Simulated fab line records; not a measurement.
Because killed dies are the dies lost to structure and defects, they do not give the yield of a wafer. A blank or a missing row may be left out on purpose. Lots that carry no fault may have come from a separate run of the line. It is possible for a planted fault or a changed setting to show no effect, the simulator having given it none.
Lot-split experiment | flow berkeley cmos170 | 23 wafers read across 5 lots, on a route 331 steps long

ON THE SPLIT
At UCB170_PSD_EXPOSE_03 (exposes mask PSELECT MOD, target cd 1200 nm), the setting dose mj was moved away from the recipe's 30 on 10 of the 23 wafers read, by -5.0% to +6.8%. This setting was run at the recipe's value on the other wafers.

FROM THE SPLIT TO THE READING: what the file shows between them, 2 steps
- UCB170_PSD_PEB_04
- UCB170_PSD_DEVELOP_05: develop time 45 s

THE READING
cd nm at UCB170_PSD_CD_MEAS_06, given in nm (cd target 1200 nm). A value of 1199.8 nm with a standard deviation of 1.3 nm is what fault-free wafers of this fab line usually give.

wafer  | tool, chamber at the split | dose mj as run | against the recipe | cd nm, nm | against lot-mates on the recipe
L074.1 | krf scanner-01, 0          | 30             | recipe             | 1200.8    | -
L074.2 | krf scanner-01, 0          | 29.31          | -2.3%              | 1197.8    | -3.9
L074.3 | krf scanner-01, 0          | 29.31          | -2.3%              | 1197.2    | -4.5
L074.4 | krf scanner-01, 0          | 30             | recipe             | 1202.3    | -
L074.5 | krf scanner-01, 0          | 30             | recipe             | 1202.0    | -
L075.3 | krf scanner-02, 0          | 30             | recipe             | 1199.5    | -
L075.4 | krf scanner-02, 0          | 30             | recipe             | 1199.6    | -
L075.6 | krf scanner-02, 0          | 30             | recipe             | 1200.2    | -
L080.1 | krf scanner-02, 0          | 29.15          | -2.8%              | 1191.4    | -6.5
L080.3 | krf scanner-02, 0          | 30             | recipe             | 1198.6    | -
L080.4 | krf scanner-02, 0          | 29.15          | -2.8%              | 1191.5    | -6.4
L080.5 | krf scanner-02, 0          | 30             | recipe             | 1197.3    | -
L080.6 | krf scanner-02, 0          | 29.15          | -2.8%              | 1193.3    | -4.6
L081.1 | krf scanner-01, 0          | 28.5           | -5.0%              | 1191.4    | -10.0
L081.2 | krf scanner-01, 0          | 30             | recipe             | 1202.2    | -
L081.3 | krf scanner-01, 0          | 28.5           | -5.0%              | 1191.5    | -9.9
L081.4 | krf scanner-01, 0          | 30             | recipe             | 1201.6    | -
L081.6 | krf scanner-01, 0          | 30             | recipe             | 1200.3    | -
L083.1 | krf scanner-02, 0          | 30             | recipe             | 1200.6    | -
L083.2 | krf scanner-02, 0          | 32.05          | +6.8%              | 1211.5    | +11.3
L083.4 | krf scanner-02, 0          | 32.05          | +6.8%              | 1212.4    | +12.2
L083.5 | krf scanner-02, 0          | 32.05          | +6.8%              | 1212.0    | +11.8
L083.6 | krf scanner-02, 0          | 30             | recipe             | 1199.7    | -

THE FIT
A straight line over all 23 wafers: cd nm changes by +1.82 nm for each +1% of dose mj; r = +0.96; the points scatter about the line by 1.7 nm.
The same after taking each lot's own level away (the mean of its wafers on the recipe; 23 wafers): +1.82 nm for each +1%; r = +0.99; scatter 0.7 nm.
That fit puts the effect of the largest move of dose mj on the reading at 12 nm.
Across the lots, their own levels run from 1197.95 to 1201.70 nm, a range of 2.9 times the standard deviation given above.
So the lot-to-lot level changes the slope little: the two slopes agree.
Check: for one of the wafers moved furthest among these (+6.8%), held out of the fit, the line's prediction against its lot-mates is +12.5 nm. Against them it came out at +11.3 nm.

THE OTHER SPLITS THESE WAFERS WENT THROUGH
Before the reading, these wafers also passed through other splits. Each is held against what the fit with the lots' levels taken away leaves over:
other split on the same wafers    | wafers away from the commonest value | r with cd nm (lot level and that fit taken away)
UCB170_GATE_CVD_04 sih4 flow sccm | 18                                   | +0.01
UCB170_GATE_SOFTBAKE_08 temp c    | 7                                    | -0.10

THE FILE'S OWN FIT
cd nm changes by +1.84 nm for each +1% of dose mj, r = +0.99.
